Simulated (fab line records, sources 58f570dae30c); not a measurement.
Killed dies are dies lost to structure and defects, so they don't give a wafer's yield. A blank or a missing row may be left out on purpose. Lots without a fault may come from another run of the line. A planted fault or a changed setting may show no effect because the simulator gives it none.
Chamber matching | flow berkeley_cmos170 | UCB170_V2_CMP_02 on cmp-02: 4 sister chambers
The step polishes SiO2. 4 wafers are shown with their chamber, then 7 later ones without.

WAFERS WITH THEIR CHAMBER
wafer  | chamber | motor_current_A (A)
L140.3 | 0       | 17.8
L141.1 | 2       | 18.6
L147.2 | 3       | 15.8
L147.4 | 1       | 13.2

WAFERS WITHOUT THEIR CHAMBER
wafer  | motor_current_A (A)
L147.5 | 18.2
L149.1 | 19.1
L149.2 | 16.4
L149.6 | 15.7
L150.1 | 15.0
L150.2 | 18.1
L150.4 | 16.2

WHICH CHAMBER EACH WENT THROUGH
wafer  | from the rows above     | in truth
L147.5 | can't be placed: 0 or 2 | 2
L149.1 | can't be placed: 2 or 0 | 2
L149.2 | can't be placed: 3 or 0 | 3
L149.6 | 3                       | 3
L150.1 | 3                       | 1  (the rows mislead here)
L150.2 | can't be placed: 0 or 2 | 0
L150.4 | 3                       | 3
Placed correctly: 2 of 7. Can't be placed from these rows: 4 (the true chamber is among the candidates in 4). Placed wrongly: 1.
How it was worked out, from the rows above alone: a wafer's distance from a chamber is the root of the sum, over the readings, of the square of ((its reading less the chamber's mean) divided by the reading's scatter). The wafer belongs to the nearest chamber; if the next one is less than 2 further off, it can't be placed. A chamber's mean is the mean of its shown wafers. The scatter: with one shown wafer a chamber, the root of the mean of the squares of how far each hidden wafer lies from its nearest shown one.
